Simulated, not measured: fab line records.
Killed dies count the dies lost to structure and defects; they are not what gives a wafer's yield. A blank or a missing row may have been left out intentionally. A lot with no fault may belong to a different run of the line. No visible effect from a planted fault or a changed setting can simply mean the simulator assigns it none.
Split-lot experiment ; flow ritCmos ; route with 202 steps; 5 lots, 23 wafers read

## ABOUT THE SPLIT
At RIT_M1_SPUTTER_00 (material Al, target thk 400 nm, time 500 s), the setting powerW was moved away from the recipe's 2000 W on 6 of the 23 wafers read, by -9.4% to -7.3%. This setting was run at the recipe's value on the other wafers.

## FROM THE SPLIT TO THE READING: what the file shows between them, 2 steps
- RIT_M1_RS_MEAS_01: measures by four-point-probe
- RIT_M1_THK_MEAS_02: measures by xrf

## THE READING
oesProductAu, in a.u., at RIT_M1_METAL_ETCH_12 (etches Al in Cl2/BCl3, stops on SiO2, time 165 s, target depth 600 nm). On this fab line, fault-free wafers typically give 0.773 a.u. with a standard deviation of 0.012 a.u.

wafer;tool, chamber at the split;powerW as run, W;against the recipe;oesProductAu, a.u.;against lot-mates on the recipe
L074.1;pvdSputter-03, -;1826;-8.7%;0.721;-0.046
L074.3;pvdSputter-03, -;1826;-8.7%;0.722;-0.045
L074.4;pvdSputter-03, -;2000;recipe;0.772;-
L074.5;pvdSputter-03, -;2000;recipe;0.774;-
L074.6;pvdSputter-03, -;2000;recipe;0.756;-
L078.2;pvdSputter-03, -;2000;recipe;0.786;-
L078.4;pvdSputter-03, -;2000;recipe;0.784;-
L078.6;pvdSputter-03, -;2000;recipe;0.782;-
L079.1;pvdSputter-01, -;2000;recipe;0.778;-
L079.2;pvdSputter-01, -;2000;recipe;0.761;-
L079.3;pvdSputter-01, -;2000;recipe;0.771;-
L079.4;pvdSputter-01, -;1854;-7.3%;0.748;-0.022
L079.5;pvdSputter-01, -;1854;-7.3%;0.731;-0.039
L081.1;pvdSputter-01, -;2000;recipe;0.788;-
L081.2;pvdSputter-01, -;2000;recipe;0.763;-
L081.4;pvdSputter-01, -;2000;recipe;0.773;-
L081.5;pvdSputter-01, -;2000;recipe;0.783;-
L081.6;pvdSputter-01, -;2000;recipe;0.764;-
L084.1;pvdSputter-03, -;2000;recipe;0.796;-
L084.2;pvdSputter-03, -;1813;-9.4%;0.748;-0.050
L084.3;pvdSputter-03, -;1813;-9.4%;0.749;-0.049
L084.4;pvdSputter-03, -;2000;recipe;0.802;-
L084.6;pvdSputter-03, -;2000;recipe;0.795;-

FIT RESULTS
A straight line over all 23 wafers: oesProductAu changes by +0.00484 a.u. for each +1% of powerW; r = +0.81; the points scatter about the line by 0.013 a.u.
The same after taking each lot's own level away (the mean of its wafers on the recipe; 23 wafers): +0.00501 a.u. for each +1%; r = +0.94; scatter 0.0073 a.u.
The reading moves by 0.047 a.u. for the largest change in powerW, on that fit.
The lots' own levels span 0.7673 to 0.7977 a.u., that is 2.5 times the standard deviation above.
The two slopes are in agreement: the lot-to-lot level therefore moves the slope only a little.
Check: with one of the wafers moved furthest among these (-9.4%) left out of the fit, the line predicts -0.046 a.u. for it against its lot-mates. It came out at -0.0497 a.u. against them.

## THESE WAFERS: OTHER SPLITS
Before the reading, these wafers also passed through other splits. Each is held against what the fit with the lots' levels taken away leaves over:
other split on the same wafers;wafers away from the commonest value;r with oesProductAu (lot level and that fit taken away)
RIT_NSD_COAT_01 resistThkNm;7;-0.13
RIT_CONTACT_CVD_00 timeS;11;+0.15
RIT_CONTACT_EXPOSE_05 doseMj;5;-0.34
RIT_CONTACT_ETCH_11 timeS;11;+0.13

## THE WHOLE CHAIN: every reading that the file lists as answering this split, in the file's order
step;what it does;reading;change (the file's fit);r (the file's)
RIT_M1_SPUTTER_00;material Al, target thk 400 nm, time 500 s;Al_of_M1_SPUTTER_00.thkNm (the simulator's own value, which no gauge read);+4.17 nm for each +1% of the setting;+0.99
RIT_M1_RS_MEAS_01;measures by four-point-probe;M1_AL_RS;-0.000855 for each +1% of the setting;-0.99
RIT_M1_THK_MEAS_02;measures by xrf;M1_AL_THK;+4.1 for each +1% of the setting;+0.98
RIT_M1_METAL_ETCH_12;etches Al in Cl2/BCl3, stops on SiO2, time 165 s, target depth 600 nm;oesProductAu;+0.00499 a.u. for each +1% of the setting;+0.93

## THE FILE'S OWN FIT
oesProductAu changes by +0.00499 a.u. for each +1% of powerW, r = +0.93.
